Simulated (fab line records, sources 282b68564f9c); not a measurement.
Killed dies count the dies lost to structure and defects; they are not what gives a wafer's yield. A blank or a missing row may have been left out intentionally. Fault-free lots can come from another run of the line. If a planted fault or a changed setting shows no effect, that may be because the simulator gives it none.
A struck lot beside a sound one :: flow ritCmos :: 14 steps out of a route of 202
Sound: wafers L476.1, L476.3, L476.6. Wafers L466.2, L466.3, L466.5 were the ones struck. Last of all comes the cause.
Per side, at each step with rows, come the tool, then ch with its chambers, and then its first start. Under that, the readings that differ: sound wafers :: struck wafers :: difference of the means :: sigmas: that difference in standard deviations of wafers without a fault.
alike: readings with means less than 2 such deviations apart, plus words and numbers identical on both sides. not compared: withheld readings, readings lacking a value on some wafer, bounds such as >300 that could conceal the same value, and numbers that have no deviation in the record and whose values overlap.
A row with sigmas, a row that says differs or no value, or rows on one side alone: a step with any of these is where the two part. Non-overlapping numbers with no deviation appear without sigmas and do not part them. A reading that every wafer of one side lacks parts them only if that side has two wafers or more.

first, 1 step without rows for these wafers: RIT_PLDD_IMPLANT_08.
RIT_PLDD_STRIP_09: strips in O2, time 180 s.
  sound on plasmaAsher-04 ch 0,1, day 7 04:35; struck on plasmaAsher-04 ch 0,1, day 5 03:20
  alike: drypumpMotorCurrentA
  not compared: rfHoursCounterH
RIT_PLDD_TW_MEAS_10:
  sound on filmMetro-04 at day 7 04:45; struck on filmMetro-02 at day 5 03:31
  alike: PLDD_TW
then, 4 steps without rows for these wafers: RIT_SPACER_CLEAN_00 (cleans in SC1, time 600 s); RIT_SPACER_CLEAN_01 (cleans in dHF, time 30 s); RIT_SPACER_CLEAN_02 (cleans in SC2, time 600 s); RIT_SPACER_CVD_03 (deposits Si3N4 from SiH2Cl2/NH3, target thk 250 nm, time 3300 s).
RIT_SPACER_THK_MEAS_04:
  sound on filmMetro-03 at day 7 07:08; struck on filmMetro-02 at day 5 05:52
  alike: SPACER_NITRIDE_THK
RIT_SPACER_ETCHBACK_05: etches Si3N4 in SF6/CHF3, stops on SiO2, target depth 250 nm, time 240 s.
  sound on rieDiel-04 ch 1,2, day 7 07:12; struck on rieDiel-03 ch 1,3, day 5 05:55
reading: drypumpMotorCurrentA (A)
sound: 5.8 4.8 4.8
struck: 6.1 6.7 6.1
difference: +1.2
sigmas: +2
  alike: oesProductAu, throttleValvePct
  not compared: rfHoursCounterH
then, 2 steps without rows for these wafers: RIT_NSD_HMDS_00 (prime time 60 s); RIT_NSD_COAT_01 (resist thk 1000 nm).
RIT_NSD_SOFTBAKE_02: time 61.15 s.
  sound on lithoTrack-03 ch 0, day 7 07:39; struck on lithoTrack-03 ch 0, day 5 06:23
  alike: heaterPowerTotalW, plateSensorTCentreC, plateSensorTEdgeC
RIT_NSD_EXPOSE_03: exposes mask M9, target cd 40700 nm.
  sound on ilineStepper-01 ch 0, day 7 07:48; struck on ilineStepper-01, day 5 06:32
  no value came back on the struck wafers for exposureDoseMJCm2, focusOffsetNm (nm), reticleTempC (C); on the sound wafers exposureDoseMJCm2 reads 249.33 249.70 249.65
  alike: mask
then, 1 step without rows for these wafers: RIT_NSD_PEB_04.

== WHERE THEY PART ==
Earliest at RIT_SPACER_ETCHBACK_05; latest, in this record, at RIT_NSD_EXPOSE_03.

WHY: whatever the simulator had introduced
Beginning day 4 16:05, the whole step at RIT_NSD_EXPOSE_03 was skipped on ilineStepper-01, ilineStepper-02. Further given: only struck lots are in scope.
